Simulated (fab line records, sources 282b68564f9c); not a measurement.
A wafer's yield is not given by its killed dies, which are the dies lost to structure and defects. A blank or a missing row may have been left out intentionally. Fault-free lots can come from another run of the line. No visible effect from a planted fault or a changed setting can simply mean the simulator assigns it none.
Split-lot experiment -- flow ritCmos -- on a route of 202 steps: 5 lots, 23 wafers read

== THE SPLIT ITSELF ==
At RIT_NRETRO_COAT_01 (resist thk 1300 nm), the setting resistThkNm was moved away from the recipe's 1300 nm on 8 of the 23 wafers read, by -2.7% to +4.5%. All remaining wafers had this setting at the recipe value.

== FROM SPLIT TO READING: 1 step shown by the file between the two ==
- RIT_NRETRO_DEVELOP_05: develop time 68 s (also split here: developTimeS)

== THE READING ==
NOVOLAK_of_NRETRO_COAT_01.thkNm (the simulator's own value, which no gauge read), in nm, at RIT_NRETRO_HARDBAKE_07 (time 120 s). The file gives no usual value for it. Average 1139 nm, standard deviation 2.6 nm, over the 15 wafers here run with the recipe.

wafer,"tool, chamber at the split","resistThkNm as run, nm",against the recipe,"NOVOLAK_of_NRETRO_COAT_01.thkNm, nm",against lot-mates on the recipe
L074.2,"lithoTrack-03, 0",1300,recipe,1141,-
L074.4,"lithoTrack-03, 0",1300,recipe,1140,-
L074.5,"lithoTrack-03, 0",1300,recipe,1140,-
L078.1,"lithoTrack-01, 0",1300,recipe,1144,-
L078.3,"lithoTrack-01, 0",1300,recipe,1139,-
L078.4,"lithoTrack-01, 0",1300,recipe,1139,-
L078.5,"lithoTrack-01, 0",1300,recipe,1141,-
L078.6,"lithoTrack-01, 0",1300,recipe,1141,-
L080.1,"lithoTrack-02, 0",1300,recipe,1137,-
L080.2,"lithoTrack-02, 0",1300,recipe,1134,-
L080.4,"lithoTrack-02, 0",1300,recipe,1134,-
L080.3,"lithoTrack-02, 0",1265,-2.7%,1106,-29
L080.6,"lithoTrack-02, 0",1265,-2.7%,1106,-29
L082.1,"lithoTrack-03, 0",1300,recipe,1139,-
L082.2,"lithoTrack-03, 0",1300,recipe,1138,-
L082.3,"lithoTrack-03, 0",1359,+4.5%,1189,+50
L082.4,"lithoTrack-03, 0",1359,+4.5%,1189,+50
L082.5,"lithoTrack-03, 0",1359,+4.5%,1186,+48
L083.2,"lithoTrack-01, 0",1300,recipe,1141,-
L083.3,"lithoTrack-01, 0",1300,recipe,1141,-
L083.4,"lithoTrack-01, 0",1355,+4.2%,1189,+48
L083.5,"lithoTrack-01, 0",1355,+4.2%,1184,+43
L083.6,"lithoTrack-01, 0",1355,+4.2%,1186,+45

THE FIT
A straight line over all 23 wafers: NOVOLAK_of_NRETRO_COAT_01.thkNm changes by +11.2 nm for each +1% of resistThkNm; r = +0.99; the points scatter about the line by 2.6 nm.
The same after taking each lot's own level away (the mean of its wafers on the recipe; 23 wafers): +10.8 nm for each +1%; r = +1.00; scatter 1.4 nm.
That fit puts the effect of the largest move of resistThkNm on the reading at 49 nm.
From 1135.0 to 1141.0 nm: that is the span of the lots' own levels, equal to 2.3 times the standard deviation above.
The two slopes agree, so the slope changes little with the lot-to-lot level.
Check: for one of the wafers moved furthest among these (+4.5%), held out of the fit, the line's prediction against its lot-mates is +48.8 nm. It came out at +50.5 nm against them.

== ADDITIONAL SPLITS CARRIED BY THESE WAFERS ==
Other splits were also applied to these wafers ahead of the reading. Each is held against what the fit with the lots' levels taken away leaves over:
other split on the same wafers,wafers away from the commonest value,r with NOVOLAK_of_NRETRO_COAT_01.thkNm (lot level and that fit taken away)
RIT_ACTIVE_CVD_03 tempC,15,-0.03
RIT_ACTIVE_ETCH_13 rfW,6,+0.07
RIT_FOX1_OXIDATION_00 oxTimeS,18,-0.08
RIT_FOX1_WET_ETCH_02 timeS,18,-0.02
RIT_PWELL_IMPLANT_08 energyKev,8,-0.11
RIT_NRETRO_DEVELOP_05 developTimeS,5,-0.28

== THE WHOLE CHAIN: every reading that the file lists as answering this split, in the file's order ==
step,what it does,reading,change (the file's fit),r (the file's)
RIT_NRETRO_COAT_01,resist thk 1300 nm,"NOVOLAK_of_NRETRO_COAT_01.thkNm (the simulator's own value, which no gauge read)",+12.6 nm for each +1% of the setting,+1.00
RIT_NRETRO_HARDBAKE_07,time 120 s,"NOVOLAK_of_NRETRO_COAT_01.thkNm (the simulator's own value, which no gauge read)",+10.9 nm for each +1% of the setting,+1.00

== THE FILE'S OWN FIT ==
NOVOLAK_of_NRETRO_COAT_01.thkNm changes by +10.9 nm for each +1% of resistThkNm, r = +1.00.
